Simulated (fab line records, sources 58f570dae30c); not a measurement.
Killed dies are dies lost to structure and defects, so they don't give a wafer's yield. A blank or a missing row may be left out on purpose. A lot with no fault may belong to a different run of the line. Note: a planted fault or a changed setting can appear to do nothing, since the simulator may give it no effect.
Problem report in the 8D (eight disciplines) form, filled by code / flow berkeley-cmos170 / the parts of the form that need people (team, actions taken, sign-off) are left out

## 1. WHAT IS WRONG
A mean of 162.8 W is read at UCB170_M1_METAL_ETCH_12 for bias-w, taken on 1 wafer of 1 lot, against 120.0 W (standard deviation 0.36) on wafers free of any fault. That is +99 or more standard deviations from the usual mean.
The step: etches Al in Cl2/BCl3, stops on PSG, target depth 780 nm, time 130 s.
The first sign was on wafer L939.6 at day 10 22:20, on rie-metal-02. The record holds 39 wafers of 13 lots with a number at this step. Rule for "out" (also "out of limits"): further than 4 standard deviations from the usual mean. The rest of the wafers with a number are treated as sound.

## 2. WHAT IT IS AND WHAT IT IS NOT
question=which readings at this step | is=bias-w | is not=drypump-motor-current-A, oes-product-au, throttle-valve-pct
question=which lots | is=L939 | is not=L927, L928, L930, L931, L932, L934, L937, L938, L941, L945, L947, L950
question=which wafers of those lots | is=L939.6 | is not=L939.2, L939.5
question=read on which tools | is=rie-metal-02 | is not=rie-metal-03, rie-metal-04
question=when | is=from day 10 22:20 | is not=up to then (23 sound wafers); but 15 sound wafers of L938, L941, L945, L947, L950 came after

## 3. WHAT RULES OUT EACH SUSPECT
Counting: any tool at a process step up to the reading remains a suspect provided it ran every lot that is out. Sound lots after the first of them don't rule it out here, since some wafers of a struck lot are sound.
- rie-metal-02 at UCB170_M1_METAL_ETCH_12 (etches Al in Cl2/BCl3, stops on PSG, target depth 780 nm, time 130 s): kept. L939, the lot that is out, went through it at day 10 22:20; up to then, the latest sound lot through it was L932 at day 9 17:29. On those wafers its own readings are out: bias-w.
- Within rie-metal-02 at UCB170_M1_METAL_ETCH_12, the wafers that are out were processed in chamber 1 and their sound lot-mates in chamber 0.
Left after counting: rie-metal-02 at UCB170_M1_METAL_ETCH_12.

## 4. THE CAUSE (what the simulator had put in)
rie-metal-02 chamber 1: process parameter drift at UCB170_M1_METAL_ETCH_12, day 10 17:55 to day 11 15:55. Setting bias-w shifted by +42 from 120. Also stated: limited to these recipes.
This tool alone remained once counting was done.

## 5. THE EFFECT CHAIN, in route order
Each row: a reading where the mean over the struck wafers with a number is more than 3 standard deviations away from the usual. Only readings for which the record gives a usual standard deviation are gone through. hours: the time from each lot's start at the first step in this table that gives one to its start at this step, as a median over the lots. sigmas: the change in usual standard deviations.
hours=0; step=UCB170_M1_METAL_ETCH_12; reading=bias-w; usual=120.0 W; on struck wafers=162.8; change=+42.8; sigmas=+99 or more
The process steps in it:
- UCB170_M1_METAL_ETCH_12: etches Al in Cl2/BCl3, stops on PSG, target depth 780 nm, time 130 s.

## 6. WHAT WOULD HAVE CAUGHT IT SOONER
First out-of-limits reading in this record: day 10 22:20, which is 4 hours after fault onset at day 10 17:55.
